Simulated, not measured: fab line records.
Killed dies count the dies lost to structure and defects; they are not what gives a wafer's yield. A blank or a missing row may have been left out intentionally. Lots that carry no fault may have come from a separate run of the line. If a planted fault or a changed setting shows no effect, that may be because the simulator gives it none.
Shared-tool check | flow berkeley-cmos170 | 14 lots and 42 wafers in the sample

## WHAT PROMPTED THE OPENING
Of 14 lots, 2 have the reading PFIELD_TW flagged at UCB170_PFIELD_TW_MEAS_09. Wafers without a fault read 605, standard deviation 7.3.
Rule: a lot gets a flag if all its wafers with a number sit over 4 standard deviations from that mean, or if no wafer of it has a number. All remaining lots are regarded as sound.

lot  | measured     | on            | PFIELD_TW, wafer by wafer | flag
L292 | day 4 21:32  | film-metro-04 | 615 615 614               |
L294 | day 5 07:49  | film-metro-01 | 591 595 593               |
L293 | day 5 08:03  | film-metro-04 | 611 611 614               |
L295 | day 5 08:17  | film-metro-01 | 591 591 593               |
L297 | day 5 19:10  | film-metro-03 | 602 602 597               |
L296 | day 5 19:19  | film-metro-04 | 613 615 613               |
L299 | day 6 06:11  | film-metro-03 | 605 600 603               |
L304 | day 7 09:21  | film-metro-03 | 550 547 551               | FLAGGED
L305 | day 7 09:29  | film-metro-04 | 551 557 554               | FLAGGED
L306 | day 7 22:37  | film-metro-04 | 605 606 607               |
L309 | day 8 15:14  | film-metro-01 | 597 594 594               |
L312 | day 9 16:19  | film-metro-03 | 603 603 600               |
L313 | day 10 00:58 | film-metro-03 | 605 601 606               |
L315 | day 10 01:28 | film-metro-04 | 609 611 611               |
The numbers of the flagged lots are 552 on average: -53 against the usual, or -7 standard deviations.

## EACH LOT AND THE TOOL IT RAN ON
The record holds 1 process step before the reading, out of a route of 331 steps. Read each cell as the tool, then ch plus the chambers that the sampled wafers visited, then the start.
lot  | flag    | UCB170_PFIELD_IMPLANT_07
L292 |         | implanter-01 ch 0, day 4 21:17
L294 |         | implanter-01 ch 0, day 5 07:36
L293 |         | implanter-04 ch 0, day 5 07:48
L295 |         | implanter-01 ch 0, day 5 08:02
L297 |         | implanter-01 ch 0, day 5 18:55
L296 |         | implanter-02 ch 0, day 5 19:04
L299 |         | implanter-02 ch 0, day 6 05:58
L304 | FLAGGED | implanter-01 ch 0, day 7 09:07
L305 | FLAGGED | implanter-01 ch 0, day 7 09:14
L306 |         | implanter-02 ch 0, day 7 22:22
L309 |         | implanter-02 ch 0, day 8 14:59
L312 |         | implanter-02 ch 0, day 9 16:04
L313 |         | implanter-02 ch 0, day 10 00:34
L315 |         | implanter-02 ch 0, day 10 01:09
What is done by these steps:
- UCB170_PFIELD_IMPLANT_07
- UCB170_PFIELD_TW_MEAS_09

## FLAGGED AGAINST TOTAL, ONE TOOL AT A TIME (gauges that did the reading follow at the end)
step                     | tool          | lots run | flagged | share of the flagged lots | sound lots run after its first flagged lot
UCB170_PFIELD_IMPLANT_07 | implanter-01  | 6        | 2       | all                       | 0
UCB170_PFIELD_IMPLANT_07 | implanter-02  | 7        | 0       | none                      | -
UCB170_PFIELD_IMPLANT_07 | implanter-04  | 1        | 0       | none                      | -
UCB170_PFIELD_TW_MEAS_09 | film-metro-01 | 3        | 0       | none                      | -
UCB170_PFIELD_TW_MEAS_09 | film-metro-03 | 5        | 1       | some                      | 2 (L312,L313)
UCB170_PFIELD_TW_MEAS_09 | film-metro-04 | 6        | 1       | some                      | 2 (L306,L315)

## WHAT THE TABLE PERMITS
All flagged lots share 1 row of the table, namely implanter-01 at UCB170_PFIELD_IMPLANT_07.
- implanter-01 at UCB170_PFIELD_IMPLANT_07 ran 6 lots, 2 of them flagged. Last sound lot L297 at day 5 18:55, first flagged lot L304 at day 7 09:07; a fault beginning in between fits. Its own readings (dose-ions-cm2, faraday-current-uA) fall more than 4 standard deviations out on all wafers of the flagged lots.
implanter-01 at UCB170_PFIELD_IMPLANT_07 is the single tool remaining.

## WHAT THE SIMULATOR HAD PUT IN
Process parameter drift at UCB170_PFIELD_IMPLANT_07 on implanter-01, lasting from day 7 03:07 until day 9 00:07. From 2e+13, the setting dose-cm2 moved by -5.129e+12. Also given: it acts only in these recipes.
Lots struck among those shown: L304, L305. The rule given above showed the same thing.
